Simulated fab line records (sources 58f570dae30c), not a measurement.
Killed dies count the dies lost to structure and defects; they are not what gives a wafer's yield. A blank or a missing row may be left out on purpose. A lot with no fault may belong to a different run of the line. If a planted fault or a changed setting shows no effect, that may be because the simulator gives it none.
A struck lot beside a sound one -- flow berkeleyCmos170 -- 38 steps out of a route of 331
Sound: wafers L108.2, L108.5, L108.6. Wafers struck: L117.2, L117.3, L117.5. The cause comes at the end.
At each step with rows: each side's tool, then ch and its chambers, then its first start. Under that, the readings that differ: sound wafers -- struck wafers -- difference of the means -- sigmas: that difference in standard deviations of wafers without a fault.
alike: a reading whose means differ by less than 2 such deviations, as well as words and numbers matching on both sides. not compared: withheld readings; readings where some wafer has no value; bounds like >300 that might hide an equal value; numbers whose values overlap and for which the record gives no deviation.
A row with sigmas, a row that says differs or no value, or rows on one side alone: a step with any of these is where the two part. When numbers do not overlap yet have no deviation, they are printed without sigmas and do not part them. A reading missing from all wafers of one side parts the sides only when that side holds two or more wafers.

UCB170_SPACER_CVD_00: deposits SiO2 from TEOS/O2, target thk 376 nm, time 47 s.
  sound on pecvd-02 ch 0,1,2, day 7 09:34; struck on pecvd-01 ch 0,2, day 9 08:30
  alike: heaterPowerW, pressureMtorr
UCB170_SPACER_THK_MEAS_01:
  sound on filmMetro-04 at day 7 09:37; struck on filmMetro-02 at day 9 08:33
  alike: SPACER_TEOS_THK
then, 1 step without rows for these wafers: UCB170_SPACER_ANNEAL_02 (time 1800 s).
UCB170_SPACER_ETCHBACK_03: etches SiO2 in CHF3/CF4/Ar, stops on Si, target depth 376 nm, time 100 s.
  sound on rieDiel-03 ch 0,1, day 7 14:58; struck on rieDiel-04 ch 0,3, day 9 10:20
reading,sound,struck,difference,sigmas
CHF3_flow_sccm (sccm),49.70 49.74 49.78,50.01 50.28 50.15,+0.41,+3
  alike: drypumpMotorCurrentA, mfcArSccm, oesProductAu, throttleValvePct
  not compared: rfHoursCounterH
then, 6 steps without rows for these wafers: UCB170_PSD_HMDS_00 (prime time 60 s); UCB170_PSD_COAT_01 (resist thk 900 nm); UCB170_PSD_SOFTBAKE_02 (time 60 s); UCB170_PSD_EXPOSE_03 (exposes mask PSELECT MOD, target cd 1200 nm); UCB170_PSD_PEB_04; UCB170_PSD_DEVELOP_05 (develop time 45 s).
UCB170_PSD_CD_MEAS_06: the cd target is 1200 nm.
  sound on cdSem-01 at day 7 17:02; struck on cdSem-01 at day 9 11:37
  alike: cdNm
UCB170_PSD_OVL_MEAS_07:
  sound on overlay-01 at day 7 17:09; struck on overlay-01 at day 9 11:43
  alike: PSD_OVL
UCB170_PSD_IMPLANT_08:
  sound on implanter-04 ch 0, day 7 17:12; struck on implanter-03 ch 0, day 9 12:05
  alike: beamEnergyKeV, doseIonsCm2
UCB170_PSD_STRIP_09: strips in O2.
  sound on plasmaAsher-03 ch 0,1, day 7 17:20; struck on plasmaAsher-03 ch 1, day 9 12:16
reading,sound,struck,difference,sigmas
oesProductAu (a.u.),0.610 0.605 0.600,0.526 0.522 0.523,-0.081,-18
stripTimeToEndpointS (s),29.42 29.46 29.45,37.61 37.63 37.65,+8.19,+95
  alike: drypumpMotorCurrentA
  not compared: rfHoursCounterH
UCB170_PSD_TW_MEAS_10:
  sound on filmMetro-04 at day 7 17:26; struck on filmMetro-01 at day 9 12:24
reading,sound,struck,difference,sigmas
PSD_TW,2333 2343 2328,2899 2916 2908,+573,+30
then, 7 steps without rows for these wafers: UCB170_PSD_CLEAN_11 (cleans in SPM, time 600 s); UCB170_NSD_HMDS_00 (prime time 60 s); UCB170_NSD_COAT_01 (resist thk 900 nm); UCB170_NSD_SOFTBAKE_02 (time 60 s); UCB170_NSD_EXPOSE_03 (exposes mask NSELECT MOD, target cd 1200 nm); UCB170_NSD_PEB_04; UCB170_NSD_DEVELOP_05 (develop time 45 s).
UCB170_NSD_CD_MEAS_06: the cd target is 1200 nm.
  sound on cdSem-01 at day 7 19:06; struck on cdSem-02 at day 9 13:38
reading,sound,struck,difference,sigmas
cdNm (nm),1203.1 1199.9 1200.4,1198.6 1197.5 1196.7,-3.5,-2
UCB170_NSD_OVL_MEAS_07:
  sound on overlay-01 at day 7 19:12; struck on overlay-02 at day 9 13:44
reading,sound,struck,difference,sigmas
NSD_OVL (nm),7 10 9,-4 -4 -4,-13,-2
then, 2 steps without rows for these wafers: UCB170_NSD_IMPLANT_08; UCB170_NSD_STRIP_09 (strips in O2).
UCB170_NSD_TW_MEAS_10:
  sound on filmMetro-01 at day 7 19:29; struck on filmMetro-04 at day 9 14:02
reading,sound,struck,difference,sigmas
NSD_TW,4267 4255 4262,4178 4207 4192,-69,-2
then, 4 steps without rows for these wafers: UCB170_NSD_CLEAN_11 (cleans in SPM, time 600 s); UCB170_BACKSIDE_HMDS_00 (prime time 60 s); UCB170_BACKSIDE_COAT_01 (resist thk 900 nm); UCB170_BACKSIDE_SOFTBAKE_02 (time 60 s).
UCB170_BACKSIDE_STRIP_03: strips in O2.
  sound on plasmaAsher-04 ch 0,1, day 7 20:19; struck on plasmaAsher-02 ch 0,1, day 9 14:43
  alike: drypumpMotorCurrentA, oesProductAu, stripTimeToEndpointS
  not compared: rfHoursCounterH
then, 1 step without rows for these wafers: UCB170_BACKSIDE_CLEAN_04 (cleans in SPM, time 600 s).
UCB170_SDANNEAL_RTA_00: time 10 s.
  sound on rtpAnneal-02 ch 0, day 7 20:49; struck on rtpAnneal-01 ch 0, day 9 14:59
  alike: lampPowerPct, wafer_temp_C_max
UCB170_SDANNEAL_RTA_01: time 5 s.
  sound on rtpAnneal-02 ch 0, day 7 20:53; struck on rtpAnneal-01 ch 0, day 9 15:04
reading,sound,struck,difference,sigmas
lampPowerPct (%),38.4 38.3 38.3,40.8 40.7 40.7,+2.4,+2
  alike: wafer_temp_C_max
UCB170_SDANNEAL_RS_MEAS_02: measures by four-point-probe.
  sound on filmMetro-01 at day 7 20:58; struck on filmMetro-01 at day 9 15:08
reading,sound,struck,difference,sigmas
PSD_RS (ohm/sq),75.6 75.8 75.6,53.7 53.5 53.7,-22.0,-67
UCB170_SDANNEAL_RS_MEAS_03: measures by four-point-probe.
  sound on filmMetro-01 at day 7 21:05; struck on filmMetro-01 at day 9 15:15
  alike: NSD_RS
following that, these wafers have no rows for 1 step: UCB170_M3_PROBE_99.

## WHERE THEY PART
First at UCB170_SPACER_ETCHBACK_03; last, within this record, at UCB170_SDANNEAL_RS_MEAS_02. Later steps at which nothing parts them and some readings are alike: UCB170_SDANNEAL_RS_MEAS_03.

WHY: the cause the simulator had injected
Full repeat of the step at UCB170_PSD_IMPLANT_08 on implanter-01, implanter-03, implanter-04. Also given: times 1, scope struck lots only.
